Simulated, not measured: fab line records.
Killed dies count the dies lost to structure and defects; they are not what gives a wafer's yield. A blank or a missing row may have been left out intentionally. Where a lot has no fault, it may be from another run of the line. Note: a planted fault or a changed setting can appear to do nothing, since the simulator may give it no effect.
Code-filled problem report in 8D (eight disciplines) form -- flow berkeley cmos170 -- the parts of the form that need people (team, actions taken, sign-off) are left out

## 1. THE ISSUE
Mean M2_AL_RS at UCB170_M2_RS_MEAS_02: 0.0277 ohm/sq over 3 wafers in 2 lots; fault-free wafers: 0.0320 ohm/sq, standard deviation 0.0003. Relative to the usual mean, that is a shift of -14 standard deviations.
The step: measures by four-point-probe.
The first sign was on wafer L274.2 at day 8 04:37, on film metro-01. At this step, 42 wafers from 14 lots have a number in the record. The rule behind "out" and "out of limits": a value lying over 4 standard deviations away from the usual mean. All remaining wafers that have a number are taken as sound.

## 2. WHAT IT IS AND WHAT IT IS NOT
question,is,is not
which readings at this step,M2_AL_RS,-
which lots,"L274, L279","L270, L271, L272, L273, L277, L284, L286, L287, L288, L289, L290, L292"
which wafers of those lots,"L274.2, L274.5, L279.3","L274.6, L279.2, L279.4"
read on which gauges,"film metro-01, film metro-03",film metro-04
when,from day 8 04:37,"up to then (10 sound wafers); but 29 sound wafers of L271, L277, L279, L284, L286, L287, L288, L289, L290, L292 came after"

## 3. WHAT RULES OUT EACH SUSPECT
Counting: a tool at a process step up to the reading stays a suspect if it ran every lot that is out. Sound lots after the first of them don't rule it out here, since some wafers of a struck lot are sound.
- the gauge at UCB170_M2_RS_MEAS_02: ruled out. The wafers that are out were read on 2 gauges (film metro-01, film metro-03).
- pvd sputter-04 at UCB170_M2_SPUTTER_01 (material Al, target thk 900 nm, time 120 s): kept. It ran every lot that is out, first L274 (day 8 04:31); its last sound lot up to then is L272 (day 7 23:06).
Left after counting: pvd sputter-04 at UCB170_M2_SPUTTER_01.

## 4. THE CAUSE (what the simulator had put in)
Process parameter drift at UCB170_M2_SPUTTER_01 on pvd sputter-04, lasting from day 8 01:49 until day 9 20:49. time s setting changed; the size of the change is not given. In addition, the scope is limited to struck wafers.
After counting, this tool was the only one left.

## 5. THE CHAIN OF EFFECTS, in route order
Each row: a reading where the mean over the struck wafers with a number is more than 3 standard deviations away from the usual. Scope: only readings with a usual standard deviation given in the record; hours: median across lots of the time from each lot's start at the first step in this table that gives one to its start at this step; sigmas: change in usual standard deviations.
hours,step,reading,usual,on struck wafers,change,sigmas
0,UCB170_M2_RS_MEAS_02,M2_AL_RS,0.0320 ohm/sq,0.0277,-0.0043,-14
0,UCB170_M2_THK_MEAS_03,M2_AL_THK,916 nm,1061,+145,+16
3,UCB170_M2_METAL_ETCH_18,oes product au,0.849 a.u.,0.936,+0.087,+7.2
Here are the process steps it includes:
- UCB170_M2_METAL_ETCH_18: etches Al in Cl2/BCl3, stops on SiO2, target depth 1170 nm, time 201.3 s.
Later measuring or inspecting steps at which every struck wafer that the step has a row for has a number for every such reading, and none has moved that far: UCB170_M2_OVL_MEAS_16, UCB170_V2_CD_MEAS_12.

## 6. HOW IT WOULD HAVE BEEN CAUGHT EARLIER
In this record the first reading out of limits at a measuring or inspecting step was taken at day 8 04:37, 3 hours after the fault began at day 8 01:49.
No tool reading at UCB170_M2_SPUTTER_01 that has a usual standard deviation in the record was out on any struck wafer, so an alarm limit of 4 standard deviations on those readings would not have fired.
Lots out: 2; of these, L279 started UCB170_M2_SPUTTER_01 on pvd sputter-04 after day 8 04:37. Had the tool been put on hold then, it would have been spared.
